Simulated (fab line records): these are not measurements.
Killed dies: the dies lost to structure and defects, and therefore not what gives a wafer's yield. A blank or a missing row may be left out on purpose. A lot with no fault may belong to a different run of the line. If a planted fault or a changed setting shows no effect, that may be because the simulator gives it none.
Which tool was responsible?	flow berkeleyCmos170	36 wafers from 12 lots sampled at 6 of the route's 331 steps

WHAT THE GAUGES SHOWED, per wafer
UCB170_ACTIVE_OVL_MEAS_14. Usual: for ACTIVE_OVL the level is -3 nm and the standard deviation is 4.8.
lot	measured	on	ACTIVE_OVL (nm)	flag
L764	day 4 16:28	overlay-01	-6 -17 -12	
L765	day 4 16:43	overlay-02	0 1 -3	
L766	day 4 23:44	overlay-02	-8 6 -9	
L768	day 4 23:59	overlay-01	-9 -13 -9	
L767	day 5 00:06	overlay-02	-1 -2 0	
L769	day 5 07:23	overlay-01	-1 -2 -4	
L776	day 6 21:01	overlay-02	-3 -4 0	
L779	day 7 03:36	overlay-01	5 7 -1	
L781	day 7 16:19	overlay-02	-7 -9 0	
L783	day 8 03:55	overlay-02	-5 -6 -3	
L784	day 9 01:12	overlay-02	-11 -9 -5	
L787	day 9 02:23	overlay-01	-6 -3 -2	

UCB170_FIELD_THK_MEAS_02. Usual: for FIELD_OXIDE_THK the level is 560 nm and the standard deviation is 15.
lot	measured	on	FIELD_OXIDE_THK (nm)	flag
L764	day 5 00:01	filmMetro-02	575 565 570	
L765	day 5 00:01	filmMetro-01	554 553 553	
L766	day 5 07:56	filmMetro-04	536 545 542	
L768	day 5 07:55	filmMetro-02	552 546 554	
L767	day 5 07:56	filmMetro-01	554 550 552	
L769	day 5 13:47	filmMetro-02	545 535 546	
L776	day 7 04:37	filmMetro-02	568 565 561	
L779	day 7 11:40	filmMetro-04	571 574 575	
L781	day 7 23:09	filmMetro-02	548 555 552	
L783	day 8 15:22	filmMetro-04	593 582 579	
L784	day 9 10:05	filmMetro-02	556 555 564	
L787	day 9 10:08	filmMetro-02	538 532 533	

UCB170_NLDD_TW_MEAS_11. Usual: for NLDD_TW the level is 2219 and the standard deviation is 16.
lot	measured	on	NLDD_TW	flag
L764	day 6 20:15	filmMetro-02	2242 2229 2239	
L765	day 6 19:16	filmMetro-03	2209 2211 2199	
L766	day 7 03:04	filmMetro-01	2206 2202 2196	
L768	day 7 02:53	filmMetro-02	2226 2252 2236	
L767	day 7 03:20	filmMetro-02	2242 2243 2247	
L769	day 7 05:47	filmMetro-02	2248 2253 2251	
L776	day 9 08:45	filmMetro-03	2391 2385 2389	OFF
L779	day 9 09:15	filmMetro-01	2407 2403 2397	OFF
L781	day 9 22:20	filmMetro-01	2216 2199 2220	
L783	day 10 12:41	filmMetro-02	2229 2230 2238	
L784	day 11 07:03	filmMetro-02	2243 2235 2235	
L787	day 11 06:05	filmMetro-03	2206 2198 2201	

UCB170_SDANNEAL_RS_MEAS_05: measurement is done with a four-point probe. Usual: for NLDD_RS the level is 615.3 ohm/sq and the standard deviation is 1.2.
lot	measured	on	NLDD_RS (ohm/sq)	flag
L764	day 7 06:27	filmMetro-03	614.8 615.5 615.2	
L765	day 7 06:15	filmMetro-01	614.5 615.3 615.2	
L766	day 7 13:17	filmMetro-03	614.0 615.0 615.9	
L768	day 7 13:16	filmMetro-01	615.8 617.3 616.0	
L767	day 7 13:34	filmMetro-02	615.9 615.5 614.2	
L769	day 7 15:40	filmMetro-02	614.5 613.1 613.2	
L776	day 9 19:02	filmMetro-02	496.9 496.6 496.9	OFF
L779	day 9 19:42	filmMetro-03	496.9 497.2 497.0	OFF
L781	day 10 09:02	filmMetro-02	616.4 614.3 615.5	
L783	day 11 02:19	filmMetro-02	615.0 618.7 617.2	
L784	day 11 15:34	filmMetro-01	615.8 616.0 615.6	
L787	day 11 15:07	filmMetro-02	613.2 613.7 615.2	

EACH LOT AND THE TOOL THAT RAN IT (in order: tool; ch and the chambers of the sampled wafers; start)
lot	UCB170_PVT_STRIP_08	UCB170_NLDD_IMPLANT_09
L764	plasmaAsher-01 ch 0,1, day 6 02:46	implanter-04 ch 0, day 6 20:00
L765	plasmaAsher-02 ch 0,1, day 6 02:20	implanter-03 ch 0, day 6 19:01
L766	plasmaAsher-01 ch 0,1, day 6 08:29	implanter-03 ch 0, day 7 02:50
L768	plasmaAsher-03 ch 0,1, day 6 08:46	implanter-01 ch 0, day 7 02:38
L767	plasmaAsher-02 ch 0,1, day 6 08:59	implanter-01 ch 0, day 7 03:05
L769	plasmaAsher-01 ch 0,1, day 6 15:29	implanter-03 ch 0, day 7 05:34
L776	plasmaAsher-02 ch 0,1, day 8 09:03	implanter-03 ch 0, day 9 08:30
L779	plasmaAsher-01 ch 1, day 8 11:18	implanter-03 ch 0, day 9 09:01
L781	plasmaAsher-03 ch 0,1, day 9 05:20	implanter-01 ch 0, day 9 22:07
L783	plasmaAsher-02 ch 0,1, day 9 18:43	implanter-04 ch 0, day 10 12:26
L784	plasmaAsher-01 ch 0,1, day 10 11:56	implanter-04 ch 0, day 11 06:50
L787	plasmaAsher-01 ch 0,1, day 10 11:37	implanter-04 ch 0, day 11 05:50
- UCB170_PVT_STRIP_08: strips in O2.
- UCB170_NLDD_IMPLANT_09

AS READ BY THE TOOLS THEMSELVES (means over the sampled wafers that have a number; for cases with no such wafer, the mark the record gives instead)
UCB170_PVT_STRIP_08. Usual: drypumpMotorCurrentA 5.7 A, standard deviation 0.41; oesProductAu 0.734 a.u., standard deviation 0.0038; stripTimeToEndpointS 21.63 s, standard deviation 0.059.
lot	tool	drypumpMotorCurrentA (A)	oesProductAu (a.u.)	stripTimeToEndpointS (s)	flag
L764	plasmaAsher-01	5.9	0.735	21.69	
L765	plasmaAsher-02	5.8	0.736	21.60	
L766	plasmaAsher-01	5.9	0.733	21.61	
L768	plasmaAsher-03	5.0	0.734	21.60	
L767	plasmaAsher-02	5.9	0.735	21.57	
L769	plasmaAsher-01	6.0	0.734	21.65	
L776	plasmaAsher-02	5.9	0.732	21.69	
L779	plasmaAsher-01	6.0	0.730	21.62	
L781	plasmaAsher-03	5.0	0.737	21.69	
L783	plasmaAsher-02	5.8	0.736	21.66	
L784	plasmaAsher-01	5.9	0.737	21.62	
L787	plasmaAsher-01	5.9	0.737	21.65	

UCB170_NLDD_IMPLANT_09. Usual: doseIonsCm2 5e+13, standard deviation 5.9e+10; faradayCurrentUA 159, standard deviation 3.1; tiltDeg 6.997 degrees, standard deviation 0.019.
lot	tool	doseIonsCm2	faradayCurrentUA	tiltDeg (degrees)	flag
L764	implanter-04	5e+13	159	7.017	
L765	implanter-03	5e+13	158	7.023	
L766	implanter-03	5e+13	162	6.961	
L768	implanter-01	5e+13	159	6.979	
L767	implanter-01	5e+13	154	7.007	
L769	implanter-03	5e+13	160	6.993	
L776	implanter-03	9e+13	276	7.017	OFF
L779	implanter-03	9e+13	275	6.991	OFF
L781	implanter-01	5e+13	159	6.999	
L783	implanter-04	5e+13	161	7.007	
L784	implanter-04	5e+13	162	7.003	
L787	implanter-04	5e+13	157	6.986	

THE ANSWER, worked out from the rows above alone
Rule: lot off if the mean of its wafers having a number is beyond 3 standard deviations from the usual mean. A lot without any number at a reading at which 4 lots or more have one is off too. Where the step has rows for the other lots, those lots are counted as sound. The gauges are gone through in route order, then the tools' own readings, and for those a lot's mean is taken as printed above. The first step at which some lot is off is used, and at that step the reading that is off furthest; a lot without a number counts as furthest.
Off: L776, L779, at UCB170_NLDD_TW_MEAS_11 (NLDD_TW).
If a tool, at a process step before that reading, ran all the lots that are off and no sound lot after the first of them, it fits. Not tried: the gauges at UCB170_NLDD_TW_MEAS_11; whatever is off there is also off at UCB170_NLDD_IMPLANT_09, on other tools, and gauge error can't account for it. One candidate fits, namely implanter-03 at UCB170_NLDD_IMPLANT_09. A fault onset in the window from L769 (day 7 05:34, its last sound lot) to L776 (day 9 08:30, its first lot off) fits.
The tool's own readings at UCB170_NLDD_IMPLANT_09 bear it out: on the lots that are off they differ by more than 5 times the standard deviation of the sound lots' means. doseIonsCm2 reads 9e+13 there against 5e+13 on the sound lots; faradayCurrentUA reads 276 there against 159 on the sound lots.

WHAT HAD BEEN PUT IN BY THE SIMULATOR
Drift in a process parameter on implanter-03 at UCB170_NLDD_IMPLANT_09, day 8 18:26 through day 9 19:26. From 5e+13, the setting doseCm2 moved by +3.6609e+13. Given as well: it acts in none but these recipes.
Lots struck among those shown: L776, L779. The same result came from the rule above.
